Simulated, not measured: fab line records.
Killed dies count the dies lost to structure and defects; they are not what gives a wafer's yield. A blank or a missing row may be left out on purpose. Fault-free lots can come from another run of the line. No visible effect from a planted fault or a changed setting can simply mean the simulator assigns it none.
One fault through the eyes of 2 desks + flow rit-cmos + each desk holds nothing but its own numbers, with what lay behind them at the end

== METROLOGY DESK ==
What the gauges read for every lot (on any tool): the sampled wafers with a number, averaged. If a lot's mean is further than 4 standard deviations from the usual mean, the lot is out of limits and carries the mark OUT (the distance appears in the brackets).
Columns: A = cd-nm at RIT_CONTACT_CD_MEAS_08, usual 999.9 nm; B = CONTACT_OVL at RIT_CONTACT_OVL_MEAS_09, usual -0.2 nm; C = cd-nm at RIT_CONTACT_CD_MEAS_90, usual 999.9 nm; D = M1_AL_RS at RIT_M1_RS_MEAS_01, usual 0.0734 ohm/sq; E = M1_AL_THK at RIT_M1_THK_MEAS_02, usual 400 nm; F = cd-nm at RIT_M1_CD_MEAS_09, usual 2600.3 nm; G = M1_OVL at RIT_M1_OVL_MEAS_10, usual -0.9 nm
| lot  | first seen here | A      | B    | C      | D      | E   | F      | G    |
|------|-----------------|--------|------|--------|--------|-----|--------|------|
| L936 | day 4 07:23     | 1003.7 | -0.0 | 1003.7 | 0.0730 | 402 | 2601.3 | 1.4  |
| L938 | day 4 19:00     | 999.4  | -1.5 | 999.0  | 0.0732 | 401 | 2602.3 | -0.0 |
| L939 | day 5 01:29     | 999.4  | 0.1  | 999.1  | 0.0743 | 394 | 2601.1 | 0.2  |
| L940 | day 5 04:08     | 999.2  | -1.9 | 999.3  | 0.0738 | 396 | 2603.1 | -2.2 |
| L947 | day 6 14:43     | 1002.5 | -1.4 | 1002.7 | 0.0740 | 398 | 2602.7 | -1.4 |
| L948 | day 6 21:59     | 999.2  | -0.5 | 999.9  | 0.0723 | 407 | 2605.4 | -0.8 |
This desk found nothing out of limits on any of the 6 lots.

== TOOL OWNER'S DESK, litho-track-02 ==
The tool's own readings at RIT_M1_COAT_04 (resist thk 1300 nm): means of the sampled wafers that have a number, for each lot that ran on this tool. If a lot's mean is further than 4 standard deviations from the usual mean, the lot is out of limits and carries the mark OUT (the distance appears in the brackets).
Columns: A = spin-speed-rpm at RIT_M1_COAT_04, usual 2000.2 rpm
| lot  | first seen here | A                        |
|------|-----------------|--------------------------|
| L936 | day 4 09:13     | 1999.5                   |
| L938 | day 4 20:46     | 1998.7                   |
| L940 | day 5 05:55     | 1852.3 (-99 or more) OUT |
| L948 | day 6 23:46     | 1851.6 (-99 or more) OUT |
This desk's verdict: out of limits on L940, L948, starting with L940 at day 5 05:55 (spin-speed-rpm at RIT_M1_COAT_04). Within limits: L936, L938.

== PUT TOGETHER ==
The tool owner's desk had the chance to raise an alarm at day 5 05:55 on L940, L948.
Metrology desk: nothing out of limits seen.
The metrology desk has L940, L948 on record, within its limits.
On litho-track-02, each named lot ran RIT_M1_COAT_04.

== WHAT HAD BEEN PUT IN BY THE SIMULATOR ==
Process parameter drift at RIT_M1_COAT_04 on litho-track-02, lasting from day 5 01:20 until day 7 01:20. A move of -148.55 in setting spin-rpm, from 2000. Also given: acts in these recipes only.
Lots struck among those shown: L940, L948.
Time in hours from fault onset to the first out-of-limits reading at each desk: the tool owner's desk, 5.
